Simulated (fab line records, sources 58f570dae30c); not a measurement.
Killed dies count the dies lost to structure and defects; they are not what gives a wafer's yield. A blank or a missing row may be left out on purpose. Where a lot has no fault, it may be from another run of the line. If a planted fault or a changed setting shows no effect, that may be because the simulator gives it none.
Split-lot trial | flow berkeley cmos170 | 23 wafers read across 5 lots, on a route 331 steps long

## THE SPLIT
At UCB170_PWELL_IMPLANT_15, the setting dose cm2 was moved away from the recipe's 5e+12 on 8 of the 23 wafers read, by -2.0% to +5.4%. For the rest of the wafers, this setting stayed at what the recipe calls for.

## FROM THE SPLIT TO THE READING: what the file shows between them, 1 step
- UCB170_PWELL_STRIP_16: strips in O2

## THE READING
PWELL_TW, at UCB170_PWELL_TW_MEAS_17. Fault-free wafers of this fab line usually give 378.8, standard deviation 2.9.

wafer  | tool, chamber at the split | dose cm2 as run | against the recipe | PWELL_TW | against lot-mates on the recipe
L078.1 | implanter-01, 0            | 5e+12           | recipe             | 379.1    | -
L078.3 | implanter-01, 0            | 5e+12           | recipe             | 381.9    | -
L078.4 | implanter-01, 0            | 5e+12           | recipe             | 382.0    | -
L079.1 | implanter-04, 0            | 5e+12           | recipe             | 373.0    | -
L079.2 | implanter-04, 0            | 5.269e+12       | +5.4%              | 380.1    | +6.7
L079.4 | implanter-04, 0            | 5e+12           | recipe             | 372.4    | -
L079.5 | implanter-04, 0            | 5.269e+12       | +5.4%              | 378.9    | +5.5
L079.6 | implanter-04, 0            | 5e+12           | recipe             | 374.9    | -
L081.1 | implanter-02, 0            | 5e+12           | recipe             | 381.3    | -
L081.3 | implanter-02, 0            | 5e+12           | recipe             | 380.6    | -
L081.4 | implanter-02, 0            | 5e+12           | recipe             | 382.6    | -
L081.5 | implanter-02, 0            | 5e+12           | recipe             | 381.3    | -
L081.6 | implanter-02, 0            | 5e+12           | recipe             | 381.3    | -
L083.1 | implanter-04, 0            | 5.229e+12       | +4.6%              | 388.1    | +5.4
L083.3 | implanter-04, 0            | 5e+12           | recipe             | 383.1    | -
L083.4 | implanter-04, 0            | 5e+12           | recipe             | 382.4    | -
L083.5 | implanter-04, 0            | 5.229e+12       | +4.6%              | 386.3    | +3.6
L083.6 | implanter-04, 0            | 5.229e+12       | +4.6%              | 386.3    | +3.6
L085.1 | implanter-02, 0            | 5e+12           | recipe             | 381.0    | -
L085.2 | implanter-02, 0            | 4.898e+12       | -2.0%              | 378.5    | -3.4
L085.4 | implanter-02, 0            | 5e+12           | recipe             | 382.7    | -
L085.5 | implanter-02, 0            | 4.898e+12       | -2.0%              | 380.3    | -1.6
L085.6 | implanter-02, 0            | 4.898e+12       | -2.0%              | 377.3    | -4.6

FIT RESULTS
A straight line over all 23 wafers: PWELL_TW changes by +0.717 for each +1% of dose cm2; r = +0.43; the points scatter about the line by 3.5.
The same after taking each lot's own level away (the mean of its wafers on the recipe; 23 wafers): +1.09 for each +1%; r = +0.93; scatter 1.1.
Per that fit: largest dose cm2 move, reading shift of 5.9.
Across the lots, their own levels run from 373.43 to 382.75, a range of 3.2 times the standard deviation given above.
So the lot-to-lot level blurs the effect unless lot-mates are compared.
Check: +5.37 against its lot-mates is what the line predicts for one of the wafers moved furthest among these (+5.4%) when that wafer is left out of the fit. It came out at +6.67 against them.

## THESE WAFERS: OTHER SPLITS
Before the reading, these wafers also passed through other splits. Each is held against what the fit with the lots' levels taken away leaves over:
other split on the same wafers   | wafers away from the commonest value | r with PWELL_TW (lot level and that fit taken away)
UCB170_ZERO_COAT_01 spin rpm     | 8                                    | -0.22
UCB170_PWELL_OXIDATION_02 temp c | 10                                   | -0.20

## FILE'S OWN FIT
PWELL_TW changes by +1.07 for each +1% of dose cm2, r = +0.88.
